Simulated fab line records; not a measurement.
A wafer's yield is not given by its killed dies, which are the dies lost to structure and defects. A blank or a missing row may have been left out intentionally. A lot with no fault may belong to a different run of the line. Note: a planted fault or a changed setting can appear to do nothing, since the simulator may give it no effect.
Comparing a struck lot with a sound one    flow ritCmos    20 steps out of a route of 202
Sound: these wafers, L463.4, L463.5, L463.6. Wafers L478.3, L478.4, L478.5 were the ones struck. The cause is named last.
For every step that has rows: the tool of each side, followed by ch and its chambers, followed by its first start. Under that, the readings that differ: sound wafers    struck wafers    difference of the means    sigmas: that difference in standard deviations of wafers without a fault.
alike: a reading whose means differ by less than 2 such deviations, as well as words and numbers matching on both sides. not compared: withheld readings; readings where some wafer has no value; bounds like >300 that might hide an equal value; numbers whose values overlap and for which the record gives no deviation.
A row with sigmas, a row that says differs or no value, or rows on one side alone: a step with any of these is where the two part. When numbers do not overlap yet have no deviation, they are printed without sigmas and do not part them. A reading missing from all wafers of one side parts the sides only when that side holds two or more wafers.

RIT_ACTIVE_BOW_MEAS_00:
  sound on filmMetro-03, day 2 01:04; struck on filmMetro-01, day 5 04:02
  alike: INCOMING_BOW
then, 1 step without rows for these wafers: RIT_ACTIVE_OXIDATION_01 (target thk 46.8 nm, ox time 3360 s).
RIT_ACTIVE_THK_MEAS_02:
  sound on filmMetro-04, day 2 06:56; struck on filmMetro-01, day 5 06:08
  alike: ACTIVE_OXIDE_THK
RIT_ACTIVE_CVD_03: deposits Si3N4 from SiH2Cl2/NH3, target thk 150 nm, time 1500 s.
  sound on lpcvd-02 ch 0, day 2 06:58; struck on lpcvd-01 ch 1, day 5 08:17
  alike: susceptorTempC
RIT_ACTIVE_THK_MEAS_04:
  sound on filmMetro-04, day 2 08:25; struck on filmMetro-01, day 5 09:44
reading                  sound              struck             difference  sigmas
ACTIVE_NITRIDE_THK (nm)  150.0 152.8 151.5  299.1 298.2 299.2  +147.4      +87
then, 6 steps without rows for these wafers: RIT_ACTIVE_HMDS_05 (prime time 60 s); RIT_ACTIVE_COAT_06 (resist thk 1000 nm); RIT_ACTIVE_SOFTBAKE_07 (time 60 s); RIT_ACTIVE_EXPOSE_08 (exposes mask M1, target cd 1400 nm); RIT_ACTIVE_PEB_09; RIT_ACTIVE_DEVELOP_10 (develop time 50 s).
RIT_ACTIVE_CD_MEAS_11: the cd target is 1400 nm.
  sound on cdSem-01, day 2 09:28; struck on cdSem-01, day 5 11:02
  alike: cdNm
then, 1 step without rows for these wafers: RIT_ACTIVE_HARDBAKE_12 (time 60 s).
RIT_ACTIVE_ETCH_13: etches Si3N4 in SF6, stops on SiO2, time 210 s, target depth 210 nm.
  sound on rieDiel-04 ch 1,2,3, day 2 09:41; struck on rieDiel-01 ch 0,1,3, day 5 11:16
reading                           sound              struck             difference  sigmas
drypumpMotorCurrentA (A)          5.4 5.6 5.6        6.7 6.3 6.2        +0.9        +2
oesProductAu (a.u.)               0.824 0.833 0.812  1.014 0.972 1.009  +0.175      +16
model.etch.depthNm (nm)           150.1 152.9 151.5  213.2 199.4 206.4  +54.8       
model.ACTIVE.featureDepthNm (nm)  152.6 154.6 151.5  213.2 199.4 206.4  +53.4       
  alike: rfFwdPowerW, throttleValvePct
  not compared: rfHoursCounterH
RIT_ACTIVE_STRIP_14: strips in O2, time 180 s.
  sound on plasmaAsher-01 ch 0,1, day 2 09:53; struck on plasmaAsher-04 ch 0,1, day 5 11:28
  alike: drypumpMotorCurrentA
  not compared: rfHoursCounterH
RIT_ACTIVE_CD_MEAS_90: the cd target is 1400 nm.
  sound on cdSem-01, day 2 10:03; struck on cdSem-02, day 5 11:37
  alike: cdNm
RIT_ACTIVE_CLEAN_15: cleans in SC1, time 600 s.
  sound on wetBench-04 ch 3, day 2 10:07; struck on wetBench-04 ch 2, day 5 11:44
reading                                  sound              struck             difference  sigmas
model.Si3N4_of_ACTIVE_CVD_03.thkNm (nm)  149.6 152.5 151.1  298.8 297.8 298.6  +147.3      
RIT_ACTIVE_CLEAN_16: cleans in dHF, time 30 s.
  sound on wetBench-02 ch 2, day 2 10:17; struck on wetBench-02 ch 3, day 5 11:55
reading                                  sound              struck             difference  sigmas
model.Si3N4_of_ACTIVE_CVD_03.thkNm (nm)  149.2 152.1 150.6  298.4 297.3 298.2  +147.3      
then, 1 step without rows for these wafers: RIT_ACTIVE_CLEAN_17 (cleans in SC2, time 600 s).
RIT_M1_PROBE_99:
  record: rows for the struck wafers here (prober-02, day 7 09:19), none for the sound ones

WHERE THEY PART
First at RIT_ACTIVE_THK_MEAS_04; last, within this record, at RIT_M1_PROBE_99.

WHY: the cause the simulator had injected
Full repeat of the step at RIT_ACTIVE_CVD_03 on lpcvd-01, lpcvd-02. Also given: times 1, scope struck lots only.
